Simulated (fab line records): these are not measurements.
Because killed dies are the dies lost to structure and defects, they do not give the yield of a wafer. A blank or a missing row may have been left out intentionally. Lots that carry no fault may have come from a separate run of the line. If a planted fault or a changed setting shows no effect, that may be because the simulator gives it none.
Commonality check across tools ; flow rit cmos ; Lots sampled 12, wafers sampled 36

## WHY IT WAS OPENED
At RIT_M1_RS_MEAS_01 the reading M1_AL_RS is flagged on 2 of 12 lots. Fault-free wafers read 0.0712 ohm/sq, with a standard deviation of 0.00075.
Rule: flag the lot when none of its wafers has a number, or when each of its wafers that has one lies beyond 4 standard deviations from that mean. The rest of the lots are taken to be sound.

lot;measured;on;M1_AL_RS (ohm/sq), wafer by wafer;flag
L179;day 3 07:07;film metro-02;0.0701 0.0707 0.0706;
L180;day 3 10:10;film metro-04;0.0706 0.0709 0.0717;
L181;day 3 14:27;film metro-02;0.0706 0.0707 0.0712;
L182;day 3 21:51;film metro-04;0.0712 0.0706 0.0714;
L187;day 5 03:42;film metro-01;0.0528 0.0527 0.0526;FLAGGED
L189;day 5 11:50;film metro-01;0.0532 0.0532 0.0530;FLAGGED
L192;day 5 23:43;film metro-04;0.0716 0.0718 0.0723;
L195;day 6 14:58;film metro-02;0.0709 0.0705 0.0709;
L196;day 6 21:03;film metro-02;0.0695 0.0702 0.0699;
L198;day 7 05:06;film metro-04;0.0722 0.0713 0.0723;
L200;day 7 14:11;film metro-02;0.0714 0.0718 0.0710;
L202;day 8 00:03;film metro-04;0.0713 0.0702 0.0706;
The mean of the flagged lots' numbers is 0.0529 ohm/sq, -0.0183 ohm/sq from the usual (-24 standard deviations).

## LOT BY LOT: THE TOOL USED
The record holds 1 process step before the reading, out of a route of 202 steps. Each cell gives the tool, then ch followed by the chambers the sampled wafers passed through, then the start.
lot;flag;RIT_M1_SPUTTER_00
L179;;pvd sputter-03, day 3 06:43
L180;;pvd sputter-02, day 3 09:52
L181;;pvd sputter-03, day 3 14:07
L182;;pvd sputter-02, day 3 21:33
L187;FLAGGED;pvd sputter-03, day 5 03:25
L189;FLAGGED;pvd sputter-03, day 5 11:31
L192;;pvd sputter-04, day 5 23:26
L195;;pvd sputter-02, day 6 14:41
L196;;pvd sputter-04, day 6 20:45
L198;;pvd sputter-04, day 7 04:49
L200;;pvd sputter-04, day 7 13:53
L202;;pvd sputter-04, day 7 23:46
What the steps here do:
- RIT_M1_SPUTTER_00: material Al, target thk 400 nm, time 500 s.
- RIT_M1_RS_MEAS_01: measures by four-point-probe.

## FLAGGED AGAINST TOTAL, ONE TOOL AT A TIME (gauges that did the reading follow at the end)
step;tool;lots run;flagged;share of the flagged lots;sound lots run after its first flagged lot
RIT_M1_SPUTTER_00;pvd sputter-02;3;0;none;-
RIT_M1_SPUTTER_00;pvd sputter-03;4;2;all;0
RIT_M1_SPUTTER_00;pvd sputter-04;5;0;none;-
RIT_M1_RS_MEAS_01;film metro-01;2;2;all;0
RIT_M1_RS_MEAS_01;film metro-02;5;0;none;-
RIT_M1_RS_MEAS_01;film metro-04;5;0;none;-

## WHAT THE TABLE PERMITS
Rows of the table that ran all the flagged lots, 2 in number: pvd sputter-03 at RIT_M1_SPUTTER_00; film metro-01 at RIT_M1_RS_MEAS_01.
- pvd sputter-03 at RIT_M1_SPUTTER_00 ran 4 lots, 2 of them flagged. Its last sound lot is L181 (day 3 14:07), its first flagged lot L187 (day 5 03:25): a fault that began between those two fits.
- film metro-01 at RIT_M1_RS_MEAS_01 ran 2 lots, 2 of them flagged. In this sample it ran no sound lot ahead of its first flagged lot, so there is no way to narrow down the start.
Because each of these 2 tools fits a fault that began at some hour, counting lots does not separate them. More lots, or a look at what each step does to the wafer, might.

## WHAT THE SIMULATOR HAD INSERTED
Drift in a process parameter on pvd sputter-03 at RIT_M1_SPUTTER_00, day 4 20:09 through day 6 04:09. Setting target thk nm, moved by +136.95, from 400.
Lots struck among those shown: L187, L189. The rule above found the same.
